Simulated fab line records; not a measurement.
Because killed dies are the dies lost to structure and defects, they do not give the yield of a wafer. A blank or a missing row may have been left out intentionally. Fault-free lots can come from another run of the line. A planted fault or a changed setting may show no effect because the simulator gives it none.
Which of the tools did it?    flow berkeleyCmos170    14 lots, 42 wafers sampled, at 6 steps of a route of 331

## WHAT EACH GAUGE READ, for each wafer
UCB170_PWELL_THK_MEAS_03. Usual: PWELL_OXIDE_THK 26.4 nm, standard deviation 0.67.
lot   measured     on            PWELL_OXIDE_THK (nm)  flag
L348  day 2 19:40  filmMetro-02  26.6 26.5 26.9        
L350  day 3 05:57  filmMetro-02  26.8 26.4 26.8        
L351  day 3 05:56  filmMetro-03  26.0 26.1 26.2        
L353  day 3 19:52  filmMetro-03  25.9 25.9 26.0        
L354  day 3 22:43  filmMetro-03  26.2 26.5 25.9        
L355  day 4 10:57  filmMetro-02  27.3 26.9 27.1        
L356  day 4 10:59  filmMetro-03  26.6 26.6 26.6        
L357  day 4 17:35  filmMetro-02  26.4 26.1 26.2        
L359  day 4 19:40  filmMetro-02  25.5 25.2 25.4        
L358  day 4 19:40  filmMetro-03  26.8 26.9 26.9        
L360  day 5 13:43  filmMetro-02  26.4 26.3 26.8        
L361  day 5 13:46  filmMetro-02  27.6 27.6 27.9        
L362  day 5 13:43  filmMetro-03  26.7 26.5 26.5        
L367  day 6 17:12  filmMetro-03  26.9 26.5 26.9        

UCB170_ACTIVE_THK_MEAS_06. Usual: ACTIVE_NITRIDE_THK 220.8 nm, standard deviation 1.8.
lot   measured     on            ACTIVE_NITRIDE_THK (nm)  flag
L348  day 4 06:46  filmMetro-02  222.0 219.4 220.4        
L350  day 4 15:37  filmMetro-04  224.6 223.4 224.1        
L351  day 4 15:36  filmMetro-02  220.2 219.9 220.2        
L353  day 5 05:32  filmMetro-04  220.5 222.4 222.2        
L354  day 5 05:32  filmMetro-02  221.2 221.1 220.5        
L355  day 5 21:41  filmMetro-04  222.1 221.1 220.9        
L356  day 5 21:40  filmMetro-02  220.1 219.9 221.5        
L357  day 6 03:14  filmMetro-04  218.8 219.4 219.0        
L359  day 6 07:58  filmMetro-04  274.7 274.8 275.5        OFF
L358  day 6 07:58  filmMetro-02  275.0 275.1 275.4        OFF
L360  day 7 01:12  filmMetro-04  220.5 220.2 220.6        
L361  day 7 01:16  filmMetro-04  219.2 218.4 219.2        
L362  day 7 01:12  filmMetro-02  216.6 217.6 215.6        
L367  day 8 06:47  filmMetro-02  219.7 219.9 221.6        

UCB170_PFIELD_OVL_MEAS_06. Usual: PFIELD_OVL 0 nm, standard deviation 5.3.
lot   measured     on          PFIELD_OVL (nm)  flag
L348  day 4 10:01  overlay-02  -1 2 -8          
L350  day 4 18:59  overlay-01  -2 7 5           
L351  day 4 18:34  overlay-01  0 5 2            
L353  day 5 11:58  overlay-02  3 -1 5           
L354  day 5 12:24  overlay-02  -4 -5 0          
L355  day 6 02:39  overlay-02  -2 -1 -3         
L356  day 6 02:55  overlay-02  -6 -7 -6         
L357  day 6 08:54  overlay-02  3 3 1            
L360  day 7 05:42  overlay-02  -1 1 0           
L361  day 7 04:52  overlay-01  -3 -5 -4         
L362  day 7 05:25  overlay-01  2 4 -4           
L367  day 8 10:29  overlay-02  7 7 6            

## EACH LOT AND THE TOOL THAT RAN IT (in order: tool; ch and the chambers of the sampled wafers; start)
lot   UCB170_ZERO_STRIP_07                UCB170_ACTIVE_CVD_05        UCB170_ACTIVE_ETCH_15
L348  plasmaAsher-02 ch 0,1, day 1 17:19  lpcvd-02 ch 0, day 4 04:50  rieDiel-01 ch 0,1,2, day 4 07:56
L350  plasmaAsher-03 ch 0,1, day 2 05:10  lpcvd-01 ch 1, day 4 13:41  rieDiel-03 ch 0,3, day 4 17:23
L351  plasmaAsher-04 ch 0,1, day 2 09:37  lpcvd-01 ch 1, day 4 13:41  rieDiel-01 ch 0,2,3, day 4 17:02
L353  plasmaAsher-04 ch 0,1, day 2 21:18  lpcvd-02 ch 0, day 5 03:37  rieDiel-03 ch 0,2,3, day 5 06:59
L354  plasmaAsher-03 ch 0,1, day 3 04:06  lpcvd-02 ch 0, day 5 03:37  rieDiel-02 ch 1,2, day 5 07:01
L355  plasmaAsher-04 ch 0,1, day 3 08:31  lpcvd-02 ch 1, day 5 19:45  rieDiel-01 ch 2,3, day 5 23:44
L356  plasmaAsher-03 ch 0,1, day 3 12:28  lpcvd-02 ch 1, day 5 19:45  rieDiel-03 ch 0,1,3, day 5 23:20
L357  plasmaAsher-02 ch 0,1, day 3 18:10  lpcvd-01 ch 1, day 6 01:15  rieDiel-03 ch 0,2, day 6 05:46
L359  plasmaAsher-03 ch 0,1, day 4 00:08  lpcvd-02 ch 1, day 6 06:02  rieDiel-02 ch 0,1,2, day 6 09:51
L358  plasmaAsher-02 ch 0,1, day 4 00:26  lpcvd-02 ch 0, day 6 06:02  rieDiel-01 ch 0,1,2, day 6 09:39
L360  plasmaAsher-03 ch 1, day 4 08:13    lpcvd-01 ch 1, day 6 23:17  rieDiel-02 ch 0,2,3, day 7 02:25
L361  plasmaAsher-02 ch 0,1, day 4 15:46  lpcvd-01 ch 1, day 6 23:17  rieDiel-03 ch 0,2,3, day 7 02:51
L362  plasmaAsher-03 ch 0,1, day 4 15:56  lpcvd-01 ch 0, day 6 23:17  rieDiel-01 ch 0,3, day 7 02:36
L367  plasmaAsher-02 ch 0,1, day 5 17:11  lpcvd-01 ch 1, day 8 04:52  rieDiel-03 ch 1,2,3, day 8 07:50
- UCB170_ZERO_STRIP_07: strips in O2.
- UCB170_ACTIVE_CVD_05: deposits Si3N4 from SiH2Cl2/NH3, target thk 220 nm, time 3300 s.
- UCB170_ACTIVE_ETCH_15: etches Si3N4 in CH3F/Ar/O2, stops on SiO2, target depth 242 nm, time 151 s.

## AS READ BY THE TOOLS THEMSELVES (means over the sampled wafers that have a number; for cases with no such wafer, the mark the record gives instead)
UCB170_ZERO_STRIP_07. Usual: drypumpMotorCurrentA 5.8 A, standard deviation 0.49; oesProductAu 0.727 a.u., standard deviation 0.0046; stripTimeToEndpointS 21.42 s, standard deviation 0.081.
lot   tool            drypumpMotorCurrentA (A)  oesProductAu (a.u.)  stripTimeToEndpointS (s)  flag
L348  plasmaAsher-02  6.2                       0.724                21.45                     
L350  plasmaAsher-03  5.9                       0.727                21.40                     
L351  plasmaAsher-04  5.5                       0.728                21.49                     
L353  plasmaAsher-04  5.9                       0.726                21.34                     
L354  plasmaAsher-03  5.7                       0.730                21.28                     
L355  plasmaAsher-04  5.5                       0.729                21.48                     
L356  plasmaAsher-03  5.9                       0.731                21.57                     
L357  plasmaAsher-02  5.8                       0.731                21.36                     
L359  plasmaAsher-03  5.8                       0.729                21.53                     
L358  plasmaAsher-02  5.8                       0.730                21.40                     
L360  plasmaAsher-03  6.0                       0.726                21.48                     
L361  plasmaAsher-02  6.2                       0.728                21.50                     
L362  plasmaAsher-03  5.7                       0.724                21.30                     
L367  plasmaAsher-02  6.2                       0.728                21.34                     

UCB170_ACTIVE_ETCH_15. Usual: drypumpMotorCurrentA 5.9 A, standard deviation 0.36; mfcArSccm 49.98 sccm, standard deviation 0.16; oesProductAu 0.941 a.u., standard deviation 0.017; throttleValvePct 8.16 %, standard deviation 0.11.
lot   tool        drypumpMotorCurrentA (A)  mfcArSccm (sccm)  oesProductAu (a.u.)  throttleValvePct (%)  flag
L348  rieDiel-01  6.1                       49.86             0.938                8.28                  
L350  rieDiel-03  6.3                       49.93             0.943                8.12                  
L351  rieDiel-01  5.8                       49.92             0.947                8.17                  
L353  rieDiel-03  5.9                       50.09             0.939                8.10                  
L354  rieDiel-02  5.9                       50.03             0.931                8.21                  
L355  rieDiel-01  5.8                       50.11             0.948                8.17                  
L356  rieDiel-03  6.2                       49.97             0.949                8.17                  
L357  rieDiel-03  5.9                       49.98             0.935                8.12                  
L359  rieDiel-02  5.8                       49.88             0.981                8.14                  
L358  rieDiel-01  6.1                       49.92             0.993                8.28                  OFF
L360  rieDiel-02  5.7                       49.92             0.930                8.09                  
L361  rieDiel-03  6.0                       50.02             0.928                8.09                  
L362  rieDiel-01  5.8                       49.96             0.938                8.17                  
L367  rieDiel-03  5.8                       50.00             0.946                8.14                  

## THE ANSWER, worked out from the rows above alone
Rule: lot off if the mean of its wafers having a number is beyond 3 standard deviations from the usual mean. A lot without any number at a reading at which 4 lots or more have one is off too. Where the step has rows for the other lots, those lots are counted as sound. First the gauges in route order, then the tools' own readings, where a lot's mean is used as printed above. At the first step where some lot is off, the reading lying furthest off is the one used; lots without a number count as furthest.
Off: L359, L358, seen at UCB170_ACTIVE_THK_MEAS_06 (ACTIVE_NITRIDE_THK).
If a tool, at a process step before that reading, ran all the lots that are off and no sound lot after the first of them, it fits. Gauges at UCB170_ACTIVE_THK_MEAS_06: tried the same way as those tools. One fits: UCB170_ACTIVE_CVD_05 on lpcvd-02. Its last sound lot is L355 (day 5 19:45), its first lot that is off L358 (day 6 06:02): a fault that began between those two fits.

## WHAT HAD BEEN PUT IN BY THE SIMULATOR
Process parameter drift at UCB170_ACTIVE_CVD_05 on lpcvd-02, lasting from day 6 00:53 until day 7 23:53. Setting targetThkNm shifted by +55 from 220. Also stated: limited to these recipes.
Shown lots that were struck: L359, L358. The rule above found the same.
